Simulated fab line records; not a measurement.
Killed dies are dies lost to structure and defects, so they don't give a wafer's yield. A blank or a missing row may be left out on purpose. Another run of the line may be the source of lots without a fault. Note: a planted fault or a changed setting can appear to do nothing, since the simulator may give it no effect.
fab line records -- flow rit-cmos
record: lots: 5, wafers: 15, last-day: 7
route steps=202 shown GATE@94 REOX@98 NLDD@103 M1@202
lots untouched by any fault: they come from a run of this same line in which no faults occurred
start-h: hours from the record's opening day to when the first of the lot's shown wafers began -- wait-h: time in hours since the lot's previous step -- " same as the row above -- L1.1+2: a single row standing in for several wafers -- - either no value or no given start -- * or withheld: withheld -- < > ~ a bound
route shown NAME@n: a module of which the file shows steps, and the number in the route of the first -- usual: mean/standard deviation taken from wafers without a fault -- same: alike in all rows -- chamber/n: place in a boat -- sites: per-site readings -- _std_site: standard deviation across them -- _edge_site: mean of outer sites minus mean of inner sites -- radius-mm: how far each site lies from the wafer's centre -- mask NAME#n: copy n -- behind: the tool/chamber that last shaped the wafer -- hold: reason for holding the lot/hours on hold/outcome of the hold -- device: transistor that didn't switch, given as n, p or np -- end of line: tests of these same wafers at the route's end -- a step given without rows: its recipe and nothing more -- killed: at the first sort, the dies lost to defects and structure; wafer yield is something else -- map: a wafer's dies, marking killed ones x, the rest . and places with no die _
set.NAME: the setting that was run; set.NAME@STEP: the one run at that earlier step -- model.NAME: the simulator's own value behind a step, which no gauge read
lots at some steps of the route; a table a step, a row a wafer
services: a tool's chamber out of use, with start hour (start-h, from the record's first day; less than 0 if before it), hours out, and reason
== steps ==
step: RIT_GATE_HARDBAKE_18
recipe: resist: NOVOLAK, temp-c: 140, time-s: 60
step: RIT_GATE_ETCH_19
recipe: chemistry: SF6/CHF3/O2, time-s: 165, SF6_flow_sccm: 30, CHF3_flow_sccm: 30, O2_flow_sccm: 5, target: poly-Si, pressure-mtorr: 40, rf-w: 160, target-depth-a: 3125, over-etch-frac: 0.25, stop-on: SiO2
usual: drypump-motor-current-A: 5.50/0.2, oes-product-au: 0.851/0.013, throttle-valve-pct: 10.22/0.14
lot.wafer,tool,chamber,start-h,wait-h,drypump-motor-current-A,oes-product-au,rf-hours-counter-h,throttle-valve-pct
L354.1,rie-si-02,2,56.73,0.1,5.39,0.875,1,10.17
L354.2,rie-si-02,3,56.73,0.1,5.32,0.831,143,10.42
L354.4,rie-si-02,0,56.73,0.1,5.81,0.857,149,10.26
L359.1,rie-si-01,0,76.81,0.1,5.11,0.868,127,10.15
L359.3,rie-si-01,2,76.81,0.1,5.52,0.864,130,10.35
L359.5,rie-si-01,3,76.81,0.1,5.53,0.851,-,10.19
L366.1,rie-si-02,1,112.82,0.1,5.63,0.849,143,10.23
L366.2,rie-si-02,0,112.82,0.1,5.81,0.863,149,10.25
L366.5,rie-si-02,3,112.82,0.1,5.31,0.848,-,10.42
L370.3,rie-si-02,3,132.64,0.1,5.31,0.827,143,10.41
L370.5,rie-si-02,1,132.64,0.1,5.57,0.823,-,10.25
L370.6,rie-si-02,3,132.64,0.1,5.36,0.819,-,10.42
L372.1,rie-si-02,1,143.43,0.1,5.62,0.834,143,10.21
L372.3,rie-si-02,0,143.43,0.1,5.81,0.850,0,10.25
L372.6,rie-si-02,1,143.43,0.1,5.61,0.850,-,10.22
step: RIT_GATE_STRIP_20
recipe: chemistry: O2, time-s: 180, resist: NOVOLAK, platen-temp-c: withheld, power-w: 500, pressure-mtorr: 4000, o2-flow-sccm: 4000
usual: drypump-motor-current-A: 6.0/0.39
lot.wafer,tool,chamber,start-h,wait-h,drypump-motor-current-A,rf-hours-counter-h
L354.1,plasma-asher-02,0,56.84,0.1,6.1,27
L354.2,plasma-asher-02,1,56.84,0.1,6.4,27
L354.4,plasma-asher-02,0,56.84,0.1,6.1,-
L359.1,plasma-asher-02,1,76.92,0.1,6.4,29
L359.3,plasma-asher-02,1,76.92,0.1,6.4,-
L359.5,plasma-asher-02,0,76.92,0.1,6.1,-
L366.1,plasma-asher-03,1,112.93,0.1,5.6,45
L366.2,plasma-asher-03,0,112.93,0.1,6.4,45
L366.5,plasma-asher-03,1,112.93,0.1,5.6,-
L370.3,plasma-asher-04,1,132.81,0.1,5.4,-
L370.5,plasma-asher-04,1,132.81,0.1,5.4,-
L370.6,plasma-asher-04,0,132.81,0.1,6.0,-
L372.1,plasma-asher-03,1,143.53,0.1,5.6,49
L372.3,plasma-asher-03,0,143.53,0.1,6.5,-
L372.6,plasma-asher-03,1,143.53,0.1,5.6,-
step: RIT_GATE_CD_MEAS_90
recipe: target-cd-nm: 150
usual: cd-nm: 150.6/2
lot.wafer,tool,chamber,start-h,wait-h,cd-nm
L354.1,cd-sem-01,-,57.01,0.1,148.1
L354.2,cd-sem-01,-,57.01,0.1,148.3
L354.4,cd-sem-01,-,57.01,0.1,148.9
L359.1,cd-sem-01,-,77.09,0.1,150.0
L359.3,cd-sem-01,-,77.09,0.1,149.4
L359.5,cd-sem-01,-,77.09,0.1,149.8
L366.1,cd-sem-01,-,113.10,0.1,150.1
L366.2,cd-sem-01,-,113.10,0.1,151.6
L366.5,cd-sem-01,-,113.10,0.1,152.0
L370.3,cd-sem-01,-,132.97,0.1,149.6
L370.5,cd-sem-01,-,132.97,0.1,153.3
L370.6,cd-sem-01,-,132.97,0.1,152.9
L372.1,cd-sem-01,-,143.71,0.1,153.0
L372.3,cd-sem-01,-,143.71,0.1,154.6
L372.6,cd-sem-01,-,143.71,0.1,154.0
step: RIT_REOX_CLEAN_00
recipe: chemistry: SC1, mix: 3:3:50, time-s: 600, temp-c: 75
step: RIT_REOX_CLEAN_01
recipe: chemistry: dHF, dilution: 50:1, time-s: 30
step: RIT_REOX_CLEAN_02
recipe: chemistry: SC2, mix: 3:3:50, time-s: 600, temp-c: 75, dry: n2-spin
step: RIT_REOX_OXIDATION_03
recipe: temp-c: 900, ambient: O2, target-thk-a: 252, ox-time-s: 5580
step: RIT_REOX_THK_MEAS_04
recipe: reads: SiO2_of_REOX_OXIDATION_03
usual: REOX_OXIDE_THK: 25.2/0.45
lot.wafer,tool,chamber,start-h,wait-h,REOX_OXIDE_THK[nm]
L354.1,film-metro-01,-,60.58,0.0,25.8
L354.2,film-metro-01,-,60.58,0.0,25.5
L354.4,film-metro-01,-,60.58,0.0,25.6
L359.1,film-metro-03,-,81.02,0.0,24.9
L359.3,film-metro-03,-,81.02,0.0,25.5
L359.5,film-metro-03,-,81.02,0.0,25.7
L366.1,film-metro-03,-,116.14,0.0,25.6
L366.2,film-metro-03,-,116.14,0.0,25.0
L366.5,film-metro-03,-,116.14,0.0,25.3
L370.3,film-metro-03,-,136.18,0.0,24.7
L370.5,film-metro-03,-,136.18,0.0,25.2
L370.6,film-metro-03,-,136.18,0.0,24.6
L372.1,film-metro-01,-,146.94,0.0,25.7
L372.3,film-metro-01,-,146.94,0.0,25.7
L372.6,film-metro-01,-,146.94,0.0,25.8
step: RIT_NLDD_HMDS_00
recipe: prime-time-s: 60, prime-temp-c: 140
step: RIT_NLDD_COAT_01
recipe: resist: NOVOLAK, spin-rpm: 3250, resist-thk-nm: 1000
step: RIT_NLDD_SOFTBAKE_02
recipe: resist: NOVOLAK, temp-c: 90, time-s: 60
step: RIT_NLDD_EXPOSE_03
recipe: mask-id: M7, na: 0.57, target-cd-nm: 40700, dose-mj: 250
lot.wafer,tool,chamber,start-h,wait-h,mask
L354.1+2+4,iline-stepper-02,0,61.33,0.4,M7#0
L359.1+3+5,iline-stepper-02,0,81.72,0.1,M7_R1#0
L366.1+2+5,iline-stepper-02,0,116.65,0.1,M7#0
L370.3+5+6,iline-stepper-02,0,136.83,0.2,M7#0
L372.1+3+6,iline-stepper-02,0,147.45,0.1,M7#0
step: RIT_NLDD_PEB_04
recipe: resist: NOVOLAK, temp-c: withheld, time-s: withheld
step: RIT_M1_PROBE_99
usual: killed_at_M0_to_M3: 0.0/0.12, killed-at-front-end: 8/3.3, killed-dies: 8/3.3, killed-open: 3.9/2.1, killed-short: 3.8/2.2
same: gross-dies: 264, killed_at_M4_up: 0, killed-at-back-side: 0, killed-at-contacts: 0, killed-at-other: 0
lot.wafer,tool,chamber,start-h,wait-h,killed_at_M0_to_M3,killed-at-front-end,killed-dies,killed-open,killed-short,model.etest.nldd.width-nm
L354.1,prober-01,-,79.46,0.1,0,7,7,2,5,3191
L354.2,prober-01,-,79.51,0.1,0,3,3,1,1,3188
L354.4,prober-01,-,79.61,0.2,0,3,3,3,0,3172
L359.1,prober-02,-,98.70,0.1,0,4,4,1,3,3127
L359.3,prober-02,-,98.80,0.2,0,15,15,9,6,3109
L359.5,prober-02,-,98.90,0.2,0,11,11,4,7,3090
L366.1,prober-01,-,132.64,0.1,0,5,5,3,2,3174
L366.2,prober-01,-,132.69,0.1,0,8,8,2,6,3159
L366.5,prober-01,-,132.84,0.2,0,8,8,3,5,3150
L370.3,prober-01,-,155.47,0.2,0,4,4,4,0,3164
L370.5,prober-01,-,155.57,0.2,0,6,6,4,2,3124
L370.6,prober-01,-,155.62,0.2,1,2,3,1,2,3163
L372.1,prober-01,-,163.69,0.1,0,10,10,4,6,3201
L372.3,prober-01,-,163.79,0.2,0,11,11,5,6,3183
L372.6,prober-01,-,163.94,0.2,0,7,7,4,3,3166
killed by level:class
L354.1 GATE:geometric-particle:open=2 SPACER:geometric-particle:short=2 FOX2:geometric-particle:short=1 GATE:geometric-particle:short=1 REOX:geometric-particle:short=1
L354.2 FOX1:geometric-particle:open=1 GATE:geometric-particle:short=1 ACTIVE:coat-microbubble-printed=1
L354.4 GATE:geometric-particle:open=1 REOX:geometric-particle:open=1 SPACER:geometric-particle:open=1
L359.1 FOX2:geometric-particle:open=1 GATE:geometric-particle:short=1 REOX:geometric-particle:short=1 SPACER:geometric-particle:short=1
L359.3 GATE:geometric-particle:open=3 FOX1:geometric-particle:short=2 FOX1:geometric-particle:open=2 GATE:geometric-particle:short=2 SILICIDE:geometric-particle:open=2 FOX2:geometric-particle:short=1 REOX:geometric-particle:open=1 SPACER:geometric-particle:open=1
L359.5 FOX1:geometric-particle:short=3 FOX2:geometric-particle:short=2 FOX1:geometric-particle:open=1 SPACER:geometric-particle:open=1 GATE:geometric-particle:open=1 GATE:geometric-particle:short=1 SILICIDE:geometric-particle:open=1 SILICIDE:geometric-particle:short=1
L366.1 GATE:geometric-particle:short=2 GATE:geometric-particle:open=1 SPACER:geometric-particle:open=1 SILICIDE:geometric-particle:open=1
L366.2 GATE:geometric-particle:short=2 SPACER:geometric-particle:short=2 FOX1:geometric-particle:short=1 GATE:geometric-particle:open=1 REOX:geometric-particle:short=1 SILICIDE:geometric-particle:open=1
L366.5 FOX1:geometric-particle:short=2 GATE:geometric-particle:open=2 FOX2:geometric-particle:short=1 GATE:geometric-particle:short=1 SILICIDE:geometric-particle:short=1 SILICIDE:geometric-particle:open=1
L370.3 GATE:geometric-particle:open=2 FOX2:geometric-particle:open=1 REOX:geometric-particle:open=1
L370.5 GATE:geometric-particle:open=2 FOX1:geometric-particle:open=1 GATE:geometric-particle:short=1 SILICIDE:geometric-particle:short=1 SILICIDE:geometric-particle:open=1
L370.6 GATE:geometric-particle:short=1 SPACER:geometric-particle:open=1 M1:geometric-particle:short=1
L372.1 GATE:geometric-particle:short=2 REOX:geometric-particle:short=2 SILICIDE:geometric-particle:open=2 FOX2:geometric-particle:open=1 FOX2:geometric-particle:short=1 GATE:geometric-particle:open=1 SPACER:geometric-particle:short=1
L372.3 FOX2:geometric-particle:short=2 GATE:geometric-particle:open=2 REOX:geometric-particle:open=2 FOX1:geometric-particle:short=1 GATE:geometric-particle:short=1 SPACER:geometric-particle:short=1 SILICIDE:geometric-particle:open=1 SILICIDE:geometric-particle:short=1
L372.6 GATE:geometric-particle:open=2 FOX1:geometric-particle:open=1 GATE:geometric-particle:short=1 REOX:geometric-particle:open=1 SPACER:geometric-particle:short=1 SILICIDE:geometric-particle:short=1
== services ==
tool,chamber,start-h,hours,kind
rie-si-02,0,67.45,2.5,repair
rie-si-02,2,72.35,3.4,repair
plasma-asher-03,-,99.70,4.1,repair
plasma-asher-04,-,108.75,9.0,pm
plasma-asher-04,0,108.75,9.0,vent-cycle
plasma-asher-04,1,108.75,9.0,vent-cycle
rie-si-02,0,116.19,-,clean
rie-si-02,0,116.19,20.9,scheduled-down
rie-si-02,0,116.19,20.9,vent-cycle
plasma-asher-04,0,117.75,-,clean
plasma-asher-04,1,117.75,-,clean
iline-stepper-02,-,124.47,1.7,pm
rie-si-02,3,143.70,-,clean
rie-si-02,3,143.70,14.3,scheduled-down
rie-si-02,3,143.70,14.3,vent-cycle
== key ==
first-sign: step: RIT_NLDD_EXPOSE_03, reading: mask, direction: changed
effect none on later readings
model-effect: step: RIT_M1_PROBE_99, value: etest.nldd.width-nm, without: 3168, struck: 3108
met-at RIT_NLDD_EXPOSE_03
struck-wafers L359.1,L359.3,L359.5
tester-left-out L359
onset-between 61.33 81.72
fault: kind: wrong-mask, tool: any, chamber: -, onset-h: 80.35, steps: RIT_NLDD_EXPOSE_03, aux-copy: M7_R1#0, cd-offset-nm: -220, scope: struck-lots-only
tester-left-out: of these lots the tester's yield and bins aren't shown, on N5 and GAA mostly nor the transistor test; their killed dies are dies lost to structure and defects alone, not to doping, threshold or leakage, so they don't give the yield
